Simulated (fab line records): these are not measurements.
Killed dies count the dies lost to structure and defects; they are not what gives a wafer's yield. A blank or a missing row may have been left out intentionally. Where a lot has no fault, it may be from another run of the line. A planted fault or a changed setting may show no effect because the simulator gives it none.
fab line records	flow berkeley-cmos170
record lots=14	wafers=42	last-day=12
route steps=331 shown NWELL@16 ACTIVE@63
lots with no fault: from the same line, run without faults
start-h: the number of hours between the record's first day and the start of the first shown wafer of the lot	wait-h: hours from the lot's prior step to this one	" identical to the entry in the row above	L1.1+2: a single row standing in for several wafers	- no value present, or no start provided	* or withheld: withheld	< > ~ a bound
route shown NAME@n: NAME is a module with steps in the file, n the number in the route of the first one	usual: mean and standard deviation over wafers with no fault	same: alike in all rows	chamber/n: place in a boat	sites: the reading at each site	_std_site: standard deviation of those values	_edge_site: mean of outer sites minus mean of inner sites	radius-mm: how far each site lies from the wafer's centre	mask NAME#n: copy n	behind: the tool/chamber that last shaped the wafer	hold: cause of the lot's hold/its duration in hours/its outcome	device: the n, p or np transistor that did not switch	end of line: the route-end tests of the same wafers	step lacking rows: just its recipe	killed: dies that structure and defects cost at the first sort, which is not the same as the wafer's yield	map: shows each die of a wafer: x if killed, . if not, _ if none is there
set.NAME: the setting as run; set.NAME@STEP: as run at that earlier step	model.NAME: the simulator's own value behind a step, which no gauge read
steps of the route over a sample of lots; a table a step, a row a wafer
services: from which hour (start-h, from the record's first day; less than 0 if before it) a tool's chamber was out of use, for how many hours, and why
## steps
# step UCB170_NWELL_THK_MEAS_02
# recipe reads=SiO2_of_NWELL_OXIDATION_01
# usual NWELL_OXIDE_THK=26.0/0.43
lot.wafer	tool	chamber	start-h	wait-h	NWELL_OXIDE_THK[nm]
L219.2	film-metro-02	-	28.21	0.0	25.9
L219.5	"	-	"	"	26.3
L219.6	"	-	"	"	25.8
L220.1	film-metro-02	-	32.21	0.0	26.6
L220.2	"	-	"	"	26.7
L220.3	"	-	"	"	26.5
L221.3	film-metro-01	-	38.39	0.0	25.5
L221.4	"	-	"	"	25.9
L221.6	"	-	"	"	25.5
L223.1	film-metro-01	-	46.05	0.0	26.0
L223.2	"	-	"	"	25.8
L223.4	"	-	"	"	25.5
L225.2	film-metro-01	-	54.25	0.0	25.4
L225.3	"	-	"	"	25.8
L225.5	"	-	"	"	25.3
L226.1	film-metro-01	-	62.53	0.0	26.4
L226.5	"	-	"	"	26.5
L226.6	"	-	"	"	26.4
L227.3	film-metro-03	-	62.55	0.0	26.1
L227.5	"	-	"	"	26.1
L227.6	"	-	"	"	26.3
L228.3	film-metro-03	-	72.41	0.0	25.3
L228.4	"	-	"	"	25.6
L228.5	"	-	"	"	25.4
L232.1	film-metro-02	-	93.29	0.0	26.2
L232.3	"	-	"	"	26.6
L232.6	"	-	"	"	26.7
L233.1	film-metro-01	-	97.19	0.0	26.2
L233.2	"	-	"	"	26.5
L233.3	"	-	"	"	26.2
L235.2	film-metro-01	-	101.82	0.0	25.8
L235.5	"	-	"	"	25.3
L235.6	"	-	"	"	25.6
L237.4	film-metro-02	-	113.93	0.0	25.9
L237.5	"	-	"	"	25.8
L237.6	"	-	"	"	26.4
L240.2	film-metro-02	-	125.62	0.5	25.4
L240.4	"	-	"	"	25.4
L240.5	"	-	"	"	25.7
L241.2	film-metro-02	-	130.83	0.0	25.9
L241.4	"	-	"	"	26.1
L241.5	"	-	"	"	25.6
# step UCB170_NWELL_IMPLANT_14
# recipe species=P	dose-cm2=1e+13	energy-kev=150	tilt-deg=7
# usual beam-energy-keV=150.00/0.044	dose-ions-cm2=1.0002e+13/1e+10	faraday-current-uA=31.7/0.62
lot.wafer	tool	chamber	start-h	wait-h	beam-energy-keV	dose-ions-cm2	faraday-current-uA
L219.2	implanter-02	0	38.36	0.1	149.97	9.994e+12	30.8
L219.5	"	0	"	"	150.02	1.0016e+13	31.6
L219.6	"	0	"	"	149.97	1.0018e+13	32.6
L220.1	implanter-04	0	42.59	0.1	150.03	1.0017e+13	31.4
L220.2	"	0	"	"	150.00	9.989e+12	31.8
L220.3	"	0	"	"	150.00	1.0003e+13	31.6
L221.3	implanter-01	0	47.57	0.1	149.99	1.0001e+13	31.6
L221.4	"	0	"	"	150.01	9.996e+12	32.2
L221.6	"	0	"	"	150.01	1.0015e+13	32.0
L223.1	implanter-02	0	54.74	0.1	149.93	1.0005e+13	31.7
L223.2	"	0	"	"	150.02	1.0017e+13	30.6
L223.4	"	0	"	"	149.96	9.995e+12	32.8
L225.2	implanter-02	0	63.50	0.1	149.98	1.0006e+13	31.3
L225.3	"	0	"	"	149.97	1.0008e+13	31.7
L225.5	"	0	"	"	150.01	9.999e+12	31.4
L227.3	implanter-02	0	69.61	0.1	150.10	1.101e+13	35.2
L227.5	"	0	"	"	150.01	1.1004e+13	35.2
L227.6	"	0	"	"	150.02	1.0995e+13	35.9
L226.1	implanter-04	0	69.80	0.1	150.06	9.996e+12	31.0
L226.5	"	0	"	"	149.99	9.993e+12	32.2
L226.6	"	0	"	"	149.98	9.989e+12	31.9
L228.3	implanter-02	0	80.88	0.1	149.91	1.1013e+13	34.4
L228.4	"	0	"	"	149.97	1.1016e+13	32.8
L228.5	"	0	"	"	149.97	1.1015e+13	34.8
L232.1	implanter-01	0	99.63	0.1	149.96	9.997e+12	31.7
L232.3	"	0	"	"	149.97	1e+13	33.4
L232.6	"	0	"	"	149.96	1.0021e+13	32.0
L233.1	implanter-01	0	105.29	0.1	149.98	9.993e+12	30.7
L233.2	"	0	"	"	149.93	1.0005e+13	31.9
L233.3	"	0	"	"	149.93	1.0019e+13	31.9
L235.2	implanter-01	0	108.77	0.1	150.05	9.984e+12	31.9
L235.5	"	0	"	"	149.92	9.998e+12	30.0
L235.6	"	0	"	"	149.97	1.0002e+13	31.6
L237.4	implanter-04	0	121.01	0.1	150.06	1.0004e+13	31.9
L237.5	"	0	"	"	150.09	1.0023e+13	32.3
L237.6	"	0	"	"	150.00	1.0009e+13	31.6
L240.2	implanter-04	0	131.49	0.1	150.07	1.0004e+13	33.1
L240.4	"	0	"	"	149.99	1.0025e+13	31.8
L240.5	"	0	"	"	150.10	1.0005e+13	30.5
L241.2	implanter-04	0	137.99	0.1	150.08	9.996e+12	32.3
L241.4	"	0	"	"	150.04	1.0009e+13	31.4
L241.5	"	0	"	"	150.01	9.994e+12	33.0
# step UCB170_NWELL_TW_MEAS_16
# usual NWELL_TW=1256/6.4
lot.wafer	tool	chamber	start-h	wait-h	NWELL_TW
L219.2	film-metro-03	-	38.60	0.1	1262
L219.5	"	-	"	"	1263
L219.6	"	-	"	"	1265
L220.1	film-metro-01	-	42.84	0.1	1248
L220.2	"	-	"	"	1256
L220.3	"	-	"	"	1252
L221.3	film-metro-03	-	47.79	0.1	1260
L221.4	"	-	"	"	1263
L221.6	"	-	"	"	1260
L223.1	film-metro-01	-	54.99	0.1	1257
L223.2	"	-	"	"	1245
L223.4	"	-	"	"	1257
L225.2	film-metro-02	-	63.73	0.1	1260
L225.3	"	-	"	"	1258
L225.5	"	-	"	"	1260
L227.3	film-metro-03	-	69.83	0.1	1301
L227.5	"	-	"	"	1298
L227.6	"	-	"	"	1294
L226.1	film-metro-01	-	70.05	0.1	1257
L226.5	"	-	"	"	1257
L226.6	"	-	"	"	1260
L228.3	film-metro-03	-	81.10	0.1	1303
L228.4	"	-	"	"	1294
L228.5	"	-	"	"	1306
L232.1	film-metro-02	-	99.88	0.1	1248
L232.3	"	-	"	"	1246
L232.6	"	-	"	"	1254
L233.1	film-metro-02	-	105.54	0.1	1250
L233.2	"	-	"	"	1256
L233.3	"	-	"	"	1257
L235.2	film-metro-02	-	109.00	0.1	1252
L235.5	"	-	"	"	1249
L235.6	"	-	"	"	1260
L237.4	film-metro-02	-	121.24	0.1	1247
L237.5	"	-	"	"	1252
L237.6	"	-	"	"	1248
L240.2	film-metro-02	-	131.72	0.1	1255
L240.4	"	-	"	"	1254
L240.5	"	-	"	"	1250
L241.2	film-metro-02	-	138.26	0.1	1249
L241.4	"	-	"	"	1253
L241.5	"	-	"	"	1255
# step UCB170_ACTIVE_THK_MEAS_03
# recipe reads=SiO2_of_ACTIVE_OXIDATION_02
# usual ACTIVE_OXIDE_THK=26.1/0.42
lot.wafer	tool	chamber	start-h	wait-h	ACTIVE_OXIDE_THK[nm]
L219.2	film-metro-02	-	90.35	0.0	25.7
L219.5	"	-	"	"	26.0
L219.6	"	-	"	"	25.7
L220.1	film-metro-02	-	90.40	0.1	26.1
L220.2	"	-	"	"	25.9
L220.3	"	-	"	"	26.2
L221.3	film-metro-04	-	90.42	0.1	26.6
L221.4	"	-	"	"	26.5
L221.6	"	-	"	"	26.7
L223.1	film-metro-04	-	94.63	0.0	25.7
L223.2	"	-	"	"	25.4
L223.4	"	-	"	"	25.9
L227.3	film-metro-02	-	107.52	0.0	25.6
L227.5	"	-	"	"	25.6
L227.6	"	-	"	"	25.6
L225.2	film-metro-02	-	107.57	0.1	25.7
L225.3	"	-	"	"	26.0
L225.5	"	-	"	"	25.8
L226.1	film-metro-04	-	114.51	0.0	26.5
L226.5	"	-	"	"	26.7
L226.6	"	-	"	"	26.9
L228.3	film-metro-04	-	120.91	0.0	26.6
L228.4	"	-	"	"	26.5
L228.5	"	-	"	"	26.8
L232.1	film-metro-02	-	148.66	0.0	26.5
L232.3	"	-	"	"	26.1
L232.6	"	-	"	"	26.4
L233.1	film-metro-02	-	148.72	0.1	25.9
L233.2	"	-	"	"	26.3
L233.3	"	-	"	"	26.5
L235.2	film-metro-04	-	148.73	0.1	26.1
L235.5	"	-	"	"	26.2
L235.6	"	-	"	"	26.0
L241.2	film-metro-03	-	168.46	0.0	25.7
L241.4	"	-	"	"	26.3
L241.5	"	-	"	"	26.0
L240.2	film-metro-04	-	168.52	0.1	26.7
L240.4	"	-	"	"	26.8
L240.5	"	-	"	"	27.1
L237.4	film-metro-03	-	168.54	0.1	26.4
L237.5	"	-	"	"	26.1
L237.6	"	-	"	"	25.7
# step UCB170_ACTIVE_ETCH_15
# recipe chemistry=CH3F/Ar/O2	target=Si3N4	stop-on=SiO2	CH3F_flow_sccm=20	Ar_flow_sccm=50	O2_flow_sccm=7	pressure-mtorr=50	rf-w=450	target-depth-a=2420	over-etch-frac=0.1	time-s=151
# usual drypump-motor-current-A=5.3/0.49	oes-product-au=0.939/0.016	throttle-valve-pct=8.04/0.096
lot.wafer	tool	chamber	start-h	wait-h	drypump-motor-current-A	oes-product-au	rf-hours-counter-h	throttle-valve-pct
L219.2	rie-diel-04	1	97.46	0.0	5.9	0.948	96	8.08
L219.5	"	0	"	"	6.3	0.949	-	8.09
L219.6	"	3	"	"	5.3	0.958	-	7.98
L221.3	rie-diel-02	2	97.74	0.0	5.0	0.942	4	8.08
L221.4	"	3	"	"	5.0	0.903	54	7.96
L221.6	"	3	"	"	5.0	0.898	-	7.96
L220.1	rie-diel-03	2	98.01	0.0	5.7	0.962	57	8.07
L220.2	"	3	"	"	6.1	0.956	19	8.10
L220.3	"	0	"	"	5.5	0.959	3	8.25
L223.1	rie-diel-02	2	101.28	0.0	5.0	0.940	4	8.07
L223.2	"	0	"	"	4.8	0.946	140	8.13
L223.4	"	1	"	"	4.8	0.945	146	7.90
L227.3	rie-diel-03	2	115.49	0.0	5.7	0.959	58	8.05
L227.5	"	0	"	"	5.6	0.955	-	8.26
L227.6	"	3	"	"	6.1	0.936	-	8.11
L225.2	rie-diel-02	2	115.76	0.0	5.0	0.953	4	8.08
L225.3	"	0	"	"	4.8	0.932	141	8.11
L225.5	"	2	"	"	5.0	0.957	-	8.10
L226.1	rie-diel-02	3	121.26	0.0	5.0	0.898	55	7.97
L226.5	"	1	"	"	4.8	0.949	-	7.87
L226.6	"	2	"	"	5.0	0.945	-	8.10
L228.3	rie-diel-02	3	126.57	0.0	5.0	0.927	56	7.99
L228.4	"	0	"	"	4.8	0.953	142	8.10
L228.5	"	0	"	"	4.8	0.963	-	8.11
L232.1	rie-diel-02	2	155.03	0.0	5.0	0.948	7	8.10
L232.3	"	3	"	"	5.0	0.902	57	7.98
L232.6	"	3	"	"	5.0	0.907	-	7.98
L233.1	rie-diel-04	3	155.43	0.0	5.3	0.938	8	7.98
L233.2	"	1	"	"	6.0	0.933	98	8.08
L233.3	"	0	"	"	6.2	0.936	51	8.09
L235.2	rie-diel-02	0	155.73	0.0	4.8	0.935	144	8.13
L235.5	"	2	"	"	5.0	0.938	-	8.09
L235.6	"	3	"	"	5.0	0.909	-	7.96
L240.2	rie-diel-02	0	176.58	0.0	4.8	0.946	144	8.12
L240.4	"	2	"	"	5.0	0.949	7	8.09
L240.5	"	0	"	"	4.8	0.936	-	8.12
L241.2	rie-diel-03	2	176.85	0.0	5.7	0.955	60	8.05
L241.4	"	1	"	"	5.4	0.918	119	7.90
L241.5	"	0	"	"	5.6	0.951	-	8.25
L237.4	rie-diel-04	0	177.75	0.0	6.3	0.943	52	8.10
L237.5	"	3	"	"	5.3	0.939	-	7.98
L237.6	"	0	"	"	6.3	0.949	-	8.11
## services
tool	chamber	start-h	hours	kind
rie-diel-03	-	30.69	2.8	pm
implanter-02	-	31.24	2.8	repair
rie-diel-02	-	41.43	14.6	pm
implanter-04	-	48.83	2.6	pm
implanter-04	-	52.50	2.5	repair
rie-diel-02	3	64.43	1.5	repair
rie-diel-02	-	77.16	2.8	pm
rie-diel-04	-	116.08	14.6	pm
rie-diel-03	-	125.42	15.6	pm
rie-diel-04	2	145.19	-	clean
rie-diel-04	2	145.19	22.3	scheduled-down
rie-diel-04	2	145.19	22.3	vent-cycle
implanter-04	-	145.71	4.1	pm
implanter-02	-	173.81	3.4	pm
## key
first-sign step=UCB170_NWELL_IMPLANT_14	reading=dose-ions-cm2	direction=up	sigmas=98	usual=1.0002e+13	struck=1.1009e+13
effect step=UCB170_NWELL_IMPLANT_14	reading=faraday-current-uA	direction=up	sigmas=4.9	usual=31.7	struck=34.7
effect step=UCB170_NWELL_TW_MEAS_16	reading=NWELL_TW	direction=up	sigmas=6.8	usual=1256	struck=1299
met-at UCB170_NWELL_IMPLANT_14
struck-lots L227,L228
tester-left-out L227,L228
not-acting-at UCB170_NWELL_THK_MEAS_02,UCB170_ACTIVE_THK_MEAS_03,UCB170_ACTIVE_ETCH_15
onset-between 63.50 69.61
fault kind=process-parameter-drift	tool=implanter-02	chamber=-	onset-h=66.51	steps=UCB170_NWELL_IMPLANT_14	channel=dose-cm2	offset=1e+12	shape=step	end-h=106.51	acts-in=these-recipes-only	stated=1e+13
# tester-left-out: of these lots the tester's yield and bins aren't shown, on N5 and GAA mostly nor the transistor test; their killed dies are dies lost to structure and defects alone, not to doping, threshold or leakage, so they don't give the yield
